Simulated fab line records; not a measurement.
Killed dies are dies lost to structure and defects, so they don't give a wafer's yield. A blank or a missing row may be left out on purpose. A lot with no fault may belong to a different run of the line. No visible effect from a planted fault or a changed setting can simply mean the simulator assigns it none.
Which of the tools did it? ; flow berkeley-cmos170 ; 15 lots with 45 wafers sampled at 5 steps, on a route of 331 steps

## WHAT EACH GAUGE READ, for each wafer
UCB170_PVT_TW_MEAS_09. Usual: PVT_TW gives 503.5 (standard deviation 3).
lot;measured;on;PVT_TW;flag
L646;day 6 23:24;film-metro-01;504.1 502.7 505.2;
L648;day 7 08:29;film-metro-03;501.9 500.5 503.1;
L647;day 7 08:46;film-metro-02;510.3 511.0 506.1;
L649;day 7 16:29;film-metro-01;503.2 501.9 505.2;
L652;day 7 16:28;film-metro-03;500.6 501.0 502.5;
L650;day 7 16:16;film-metro-01;503.1 504.1 500.6;
L651;day 7 15:44;film-metro-02;507.0 506.4 508.5;
L654;day 8 13:01;film-metro-03;504.2 503.3 503.1;
L660;day 9 03:17;film-metro-02;504.8 503.8 506.8;
L655;day 9 02:23;film-metro-02;503.4 503.1 507.0;
L658;day 9 03:30;film-metro-01;501.3 505.9 502.9;
L661;day 9 15:30;film-metro-01;502.1 503.6 504.3;
L664;day 10 09:22;film-metro-03;500.4 499.9 498.6;
L668;day 11 05:49;film-metro-01;504.1 502.0 505.2;
L669;day 11 14:50;film-metro-03;504.6 503.9 503.3;

UCB170_GATE_THK_MEAS_05. Usual: GATE_POLY_THK gives 213.9 nm (standard deviation 1.6).
lot;measured;on;GATE_POLY_THK (nm);flag
L646;day 7 09:27;film-metro-01;213.8 213.7 214.6;
L648;day 7 19:02;film-metro-01;216.2 215.4 215.1;
L647;day 7 19:02;film-metro-04;215.2 216.0 214.7;
L649;day 8 03:44;film-metro-01;213.5 214.5 215.8;
L652;day 8 03:47;film-metro-04;214.8 213.1 213.5;
L650;day 8 03:45;film-metro-03;211.6 213.1 210.6;
L651;day 8 03:43;film-metro-04;213.4 213.6 213.4;
L654;day 9 07:20;film-metro-01;214.0 216.1 216.3;
L660;day 9 21:19;film-metro-04;214.2 216.8 216.0;
L655;day 9 21:19;film-metro-03;212.9 213.7 212.3;
L658;day 9 21:17;film-metro-01;212.0 213.6 212.8;
L661;day 10 07:54;film-metro-04;183.2 182.9 184.0;OFF
L664;day 11 02:00;film-metro-03;183.8 185.6 184.6;OFF
L668;day 11 17:35;film-metro-03;184.2 184.0 184.6;OFF
L669;day 12 04:32;film-metro-01;212.0 212.7 210.1;

## EACH LOT AND THE TOOL THAT RAN IT (in order: tool; ch and the chambers of the sampled wafers; start)
lot;UCB170_ACTIVE_STRIP_16;UCB170_PFIELD_STRIP_08;UCB170_GATE_CVD_04
L646;plasma-asher-01 ch 0,1, day 5 09:53;plasma-asher-02 ch 0,1, day 5 14:22;lpcvd-02 ch 0, day 7 08:01
L648;plasma-asher-04 ch 1, day 5 18:59;plasma-asher-02 ch 0,1, day 5 21:28;lpcvd-01 ch 0, day 7 17:38
L647;plasma-asher-01 ch 0,1, day 5 19:30;plasma-asher-01 ch 0,1, day 5 21:44;lpcvd-01 ch 0, day 7 17:38
L649;plasma-asher-01 ch 0,1, day 6 01:43;plasma-asher-02 ch 0,1, day 6 04:57;lpcvd-02 ch 0, day 8 02:19
L652;plasma-asher-03 ch 0,1, day 6 01:52;plasma-asher-02 ch 0,1, day 6 05:13;lpcvd-02 ch 0, day 8 02:19
L650;plasma-asher-01 ch 0,1, day 6 02:02;plasma-asher-01 ch 0,1, day 6 05:29;lpcvd-02 ch 1, day 8 02:19
L651;plasma-asher-03 ch 0,1, day 6 02:10;plasma-asher-03 ch 0,1, day 6 04:58;lpcvd-02 ch 0, day 8 02:19
L654;plasma-asher-01 ch 0,1, day 6 20:10;plasma-asher-01 ch 0,1, day 6 23:16;lpcvd-02 ch 1, day 9 05:55
L660;plasma-asher-04 ch 0, day 7 05:59;plasma-asher-03 ch 0,1, day 7 09:49;lpcvd-01 ch 1, day 9 19:51
L655;plasma-asher-03 ch 0,1, day 7 06:15;plasma-asher-02 ch 0,1, day 7 10:05;lpcvd-01 ch 1, day 9 19:51
L658;plasma-asher-04 ch 0,1, day 7 06:46;plasma-asher-02 ch 0,1, day 7 10:23;lpcvd-01 ch 1, day 9 19:51
L661;plasma-asher-01 ch 0,1, day 7 17:10;plasma-asher-01 ch 0, day 7 18:52;lpcvd-01 ch 1, day 10 06:30
L664;plasma-asher-03 ch 0,1, day 8 06:27;plasma-asher-01 ch 0,1, day 8 09:08;lpcvd-01 ch 1, day 11 00:36
L668;plasma-asher-01 ch 0,1, day 9 07:34;plasma-asher-03 ch 0,1, day 9 09:19;lpcvd-01 ch 1, day 11 16:11
L669;plasma-asher-01 ch 0,1, day 9 21:08;plasma-asher-01 ch 0,1, day 9 23:14;lpcvd-02 ch 1, day 12 03:08
- UCB170_ACTIVE_STRIP_16: strips in O2.
- UCB170_PFIELD_STRIP_08: strips in O2.
- UCB170_GATE_CVD_04: deposits poly-Si from SiH4, time 1440 s, target thk 214 nm.

## AS READ BY THE TOOLS THEMSELVES (means over the sampled wafers that have a number; for cases with no such wafer, the mark the record gives instead)
UCB170_ACTIVE_STRIP_16. Usual: chamber-pressure-mTorr 3499.8 mTorr, standard deviation 2.9; drypump-motor-current-A 5.8 A, standard deviation 0.31; o2-flow-sccm 400.2 sccm, standard deviation 1.2; oes-product-au 0.721 a.u., standard deviation 0.0045; strip-time-to-endpoint-s 18.11 s, standard deviation 0.11.
lot;tool;chamber-pressure-mTorr (mTorr);drypump-motor-current-A (A);o2-flow-sccm (sccm);oes-product-au (a.u.);strip-time-to-endpoint-s (s);flag
L646;plasma-asher-01;3499.6;5.7;399.6;0.723;18.08;
L648;plasma-asher-04;3501.1;6.3;400.8;0.724;18.10;
L647;plasma-asher-01;3502.3;5.9;400.2;0.720;18.18;
L649;plasma-asher-01;3498.0;5.9;399.1;0.722;18.03;
L652;plasma-asher-03;3501.2;5.8;401.2;0.718;18.09;
L650;plasma-asher-01;3500.9;5.7;400.6;0.725;18.20;
L651;plasma-asher-03;3499.1;5.8;400.7;0.719;18.11;
L654;plasma-asher-01;3500.2;5.9;400.9;0.718;18.16;
L660;plasma-asher-04;3500.9;5.7;399.9;0.723;18.05;
L655;plasma-asher-03;3500.8;5.8;398.6;0.724;18.05;
L658;plasma-asher-04;3498.9;5.9;399.0;0.721;18.02;
L661;plasma-asher-01;3500.5;5.9;400.8;0.725;17.92;
L664;plasma-asher-03;3502.2;5.8;400.5;0.718;18.08;
L668;plasma-asher-01;3500.2;5.9;399.8;0.718;18.32;
L669;plasma-asher-01;3497.7;5.9;401.7;0.712;18.13;

UCB170_PFIELD_STRIP_08. Usual: chamber-pressure-mTorr 3500 mTorr, standard deviation 3.4; drypump-motor-current-A 5.8 A, standard deviation 0.34; o2-flow-sccm 399.9 sccm, standard deviation 1; oes-product-au 0.735 a.u., standard deviation 0.0045; strip-time-to-endpoint-s 21.61 s, standard deviation 0.073.
lot;tool;chamber-pressure-mTorr (mTorr);drypump-motor-current-A (A);o2-flow-sccm (sccm);oes-product-au (a.u.);strip-time-to-endpoint-s (s);flag
L646;plasma-asher-02;3505;6.1;399.5;0.739;21.70;
L648;plasma-asher-02;3499;5.8;400.6;0.736;21.69;
L647;plasma-asher-01;3502;5.9;399.1;0.729;21.68;
L649;plasma-asher-02;3503;5.8;400.1;0.735;21.63;
L652;plasma-asher-02;3497;5.8;400.6;0.737;21.63;
L650;plasma-asher-01;3501;5.9;399.4;0.735;21.54;
L651;plasma-asher-03;3499;5.9;400.5;0.736;21.65;
L654;plasma-asher-01;3503;5.9;399.5;0.738;21.58;
L660;plasma-asher-03;3500;5.8;399.9;0.737;21.67;
L655;plasma-asher-02;3499;6.1;400.0;0.737;21.48;
L658;plasma-asher-02;3500;6.1;400.6;0.728;21.47;
L661;plasma-asher-01;3498;6.2;399.6;0.730;21.58;
L664;plasma-asher-01;3497;5.9;400.6;0.732;21.60;
L668;plasma-asher-03;3501;5.8;399.3;0.737;21.68;
L669;plasma-asher-01;3502;6.0;400.8;0.731;21.48;

## THE ANSWER, worked out from the rows above alone
Rule: lot off if the mean of its wafers having a number is beyond 3 standard deviations from the usual mean. Also off: a lot with no number at a reading for which 4 or more lots have one. Any other lot the step has rows for is counted as sound. Order of review: gauges by route order, followed by the tools' own readings, for which a lot's mean as printed above is used. The first step at which some lot is off is used, and at that step the reading that is off furthest; a lot without a number counts as furthest.
Off: L661, L664, L668, at UCB170_GATE_THK_MEAS_05 (GATE_POLY_THK).
A tool fits if, at a process step before that reading, it ran every lot that is off, and no sound lot after the first of them. Gauges at UCB170_GATE_THK_MEAS_05: tried the same way as those tools. One fits: lpcvd-01 at UCB170_GATE_CVD_04. A fault onset in the window from L655 (day 9 19:51, its last sound lot) to L661 (day 10 06:30, its first lot off) fits.

## WHAT WAS PUT IN BY THE SIMULATOR
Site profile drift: lpcvd-01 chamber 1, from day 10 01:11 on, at UCB170_GATE_CVD_04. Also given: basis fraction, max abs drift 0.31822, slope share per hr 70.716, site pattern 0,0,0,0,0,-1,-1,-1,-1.
Struck lots among those shown: L661, L664, L668. The same result came from the rule above.
